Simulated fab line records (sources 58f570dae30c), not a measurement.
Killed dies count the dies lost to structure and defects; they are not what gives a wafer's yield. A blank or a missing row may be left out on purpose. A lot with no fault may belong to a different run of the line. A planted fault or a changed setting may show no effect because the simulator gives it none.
Chamber matching || flow berkeley cmos170 || rie diel-04 running UCB170_NWELL_ETCH_13: 4 sister chambers
The step etches Si3N4 in CH3F/Ar/O2, stops on SiO2, target depth 246.4 nm, time 154 s. 14 wafers are shown with their chamber, then 7 later ones without.

WAFERS PAIRED WITH THEIR CHAMBERS
{"wafer": "L269.2", "chamber": 2, "throttle valve pct (%)": 8.01, "oes product au (a.u.)": 0.960, "run length s (s)": 182.6}
{"wafer": "L269.3", "chamber": 0, "throttle valve pct (%)": 8.31, "oes product au (a.u.)": 0.954, "run length s (s)": 182.4}
{"wafer": "L269.5", "chamber": 3, "throttle valve pct (%)": 8.02, "oes product au (a.u.)": 0.962, "run length s (s)": 182.1}
{"wafer": "L272.1", "chamber": 3, "throttle valve pct (%)": 8.02, "oes product au (a.u.)": 0.960, "run length s (s)": 182.4}
{"wafer": "L272.2", "chamber": 2, "throttle valve pct (%)": 7.99, "oes product au (a.u.)": 0.950, "run length s (s)": 182.0}
{"wafer": "L272.3", "chamber": 0, "throttle valve pct (%)": 8.32, "oes product au (a.u.)": 0.951, "run length s (s)": 182.5}
{"wafer": "L278.1", "chamber": 3, "throttle valve pct (%)": 8.02, "oes product au (a.u.)": 0.956, "run length s (s)": 182.1}
{"wafer": "L278.3", "chamber": 0, "throttle valve pct (%)": 8.33, "oes product au (a.u.)": 0.950, "run length s (s)": 183.0}
{"wafer": "L278.6", "chamber": 1, "throttle valve pct (%)": 7.80, "oes product au (a.u.)": 0.946, "run length s (s)": 182.3}
{"wafer": "L280.1", "chamber": 1, "throttle valve pct (%)": 7.81, "oes product au (a.u.)": 0.931, "run length s (s)": 182.5}
{"wafer": "L280.2", "chamber": 3, "throttle valve pct (%)": 8.03, "oes product au (a.u.)": 0.949, "run length s (s)": 181.8}
{"wafer": "L280.5", "chamber": 0, "throttle valve pct (%)": 8.32, "oes product au (a.u.)": 0.948, "run length s (s)": 182.1}
{"wafer": "L282.3", "chamber": 2, "throttle valve pct (%)": 8.00, "oes product au (a.u.)": 0.927, "run length s (s)": 182.3}
{"wafer": "L282.4", "chamber": 2, "throttle valve pct (%)": 8.00, "oes product au (a.u.)": 0.934, "run length s (s)": 182.0}

SIGNATURES, as means of the wafers listed above
{"reading": "throttle valve pct", "chamber 0": 8.3200, "chamber 1": 7.8050, "chamber 2": 8.0000, "chamber 3": 8.0225, "scatter within a chamber": 0.00725}
{"reading": "oes product au", "chamber 0": 0.95075, "chamber 1": 0.93850, "chamber 2": 0.94275, "chamber 3": 0.95675, "scatter within a chamber": 0.00951}
{"reading": "run length s", "chamber 0": 182.500, "chamber 1": 182.400, "chamber 2": 182.225, "chamber 3": 182.100, "scatter within a chamber": 0.295}
Rule: distance of a wafer from a chamber = root of the sum over the readings of ((wafer's reading minus chamber's mean) / reading's scatter) squared. If the next closest chamber is less than 2 further off than the closest, the wafer can't be placed; otherwise it belongs to the closest. The scatter: the root of (the sum of the squares of (reading less its chamber's mean) over the shown wafers, divided by (wafers less chambers)).

WAFERS MISSING THEIR CHAMBER
{"wafer": "L282.5", "throttle valve pct (%)": 8.31, "oes product au (a.u.)": 0.953, "run length s (s)": 182.1}
{"wafer": "L287.2", "throttle valve pct (%)": 8.31, "oes product au (a.u.)": 0.951, "run length s (s)": 182.1}
{"wafer": "L287.3", "throttle valve pct (%)": 7.81, "oes product au (a.u.)": 0.940, "run length s (s)": 182.5}
{"wafer": "L287.6", "throttle valve pct (%)": 8.31, "oes product au (a.u.)": 0.944, "run length s (s)": 182.9}
{"wafer": "L289.2", "throttle valve pct (%)": 7.98, "oes product au (a.u.)": 0.925, "run length s (s)": 182.3}
{"wafer": "L289.3", "throttle valve pct (%)": 8.02, "oes product au (a.u.)": 0.928, "run length s (s)": 182.3}
{"wafer": "L289.6", "throttle valve pct (%)": 8.32, "oes product au (a.u.)": 0.946, "run length s (s)": 182.8}

WHICH CHAMBER EACH ONE RAN IN
{"wafer": "L282.5", "from the rows above": 0, "in truth": 0}
{"wafer": "L287.2", "from the rows above": 0, "in truth": 0}
{"wafer": "L287.3", "from the rows above": 1, "in truth": 1}
{"wafer": "L287.6", "from the rows above": 0, "in truth": 0}
{"wafer": "L289.2", "from the rows above": 2, "in truth": 2}
{"wafer": "L289.3", "from the rows above": "can't be placed: 3 or 2", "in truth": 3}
{"wafer": "L289.6", "from the rows above": 0, "in truth": 0}
Placed correctly: 6 of 7. Can't be placed from these rows: 1 (the true chamber is among the candidates in 1). Placed wrongly: 0.
